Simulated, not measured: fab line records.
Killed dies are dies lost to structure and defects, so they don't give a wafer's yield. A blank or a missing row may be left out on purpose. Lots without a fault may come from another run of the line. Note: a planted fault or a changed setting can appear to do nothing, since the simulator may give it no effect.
A lot that was struck, set against a sound lot / flow rit cmos / 15 steps out of a route of 202
Sound: these wafers, L547.2, L547.5, L547.6. Wafers L546.1, L546.2, L546.3 were the ones struck. Last of all comes the cause.
Per side, at each step with rows, come the tool, then ch with its chambers, and then its first start. Under that, the readings that differ: sound wafers / struck wafers / difference of the means / sigmas: that difference in standard deviations of wafers without a fault.
alike: same words and numbers on both sides, and readings whose means sit less than 2 such deviations apart. not compared: any withheld reading, any reading some wafer has no value for, any bound like >300 that may hide the same value, and any number with overlapping values for which the record gives no deviation.
A row with sigmas, a row that says differs or no value, or rows on one side alone: a step with any of these is where the two part. Numbers that don't overlap but have no deviation are shown without sigmas and don't part them. Lack of a reading on every wafer of one side parts them only where that side has two or more wafers.

first, 2 steps without rows for these wafers: RIT_ACTIVE_CLEAN_17 (cleans in SC2, time 600 s); RIT_FOX1_OXIDATION_00 (target thk 350.7 nm, ox time 1130 s).
RIT_FOX1_THK_MEAS_01:
  sound: film metro-02 at day 3 14:28; struck: film metro-02 at day 3 01:00
  alike: FOX1_OXIDE_THK
then, 2 steps without rows for these wafers: RIT_FOX1_WET_ETCH_02 (etches SiO2 in BOE, target depth 350 nm, time 390 s); RIT_FOX2_OXIDATION_00 (target thk 350.7 nm, ox time 1130 s).
RIT_FOX2_THK_MEAS_01:
  sound: film metro-03 at day 4 02:40; struck: film metro-03 at day 3 05:03
  alike: FOX2_OXIDE_THK
then, 2 steps without rows for these wafers: RIT_FOX2_CLEAN_02 (cleans in dHF, time 180 s); RIT_FOX2_WET_ETCH_03 (etches Si3N4 in H3PO4, target depth 195 nm, time 2700 s).
RIT_FOX2_THK_MEAS_90:
  sound: film metro-04 at day 4 03:37; struck: film metro-04 at day 3 06:00
  alike: FIELD_OXIDE_LEFT_1_THK
then, 3 steps without rows for these wafers: RIT_NWELL_HMDS_00 (prime time 60 s); RIT_NWELL_COAT_01 (resist thk 1300 nm); RIT_NWELL_SOFTBAKE_02 (time 60 s).
RIT_NWELL_EXPOSE_03: exposes mask M2, target cd 43900 nm.
  sound on iline stepper-01 ch 0, day 4 04:16; struck on iline stepper-02 ch 0, day 3 06:38
reading=mask; sound=M2#0 M2#0 M2#0; struck=M2_R1#0 M2_R1#0 M2_R1#0; difference=differs; sigmas=
then, 1 step without rows for these wafers: RIT_NWELL_PEB_04.
-- the record jumps here: 2 days lie between the struck wafers' starts before and after (it left off in module NWELL and takes up again in module M1, whose first step shown is number 202 of the route) --
RIT_M1_PROBE_99:
  sound: prober-02 at day 6 06:35; struck: prober-01 at day 5 12:17
  alike: killed at contacts, killed at front end, killed dies, killed open, killed short

WHERE THEY PART
RIT_NWELL_EXPOSE_03 only, going by this record. Later steps at which nothing parts them and some readings are alike: RIT_M1_PROBE_99.

WHY: what the simulator had put in
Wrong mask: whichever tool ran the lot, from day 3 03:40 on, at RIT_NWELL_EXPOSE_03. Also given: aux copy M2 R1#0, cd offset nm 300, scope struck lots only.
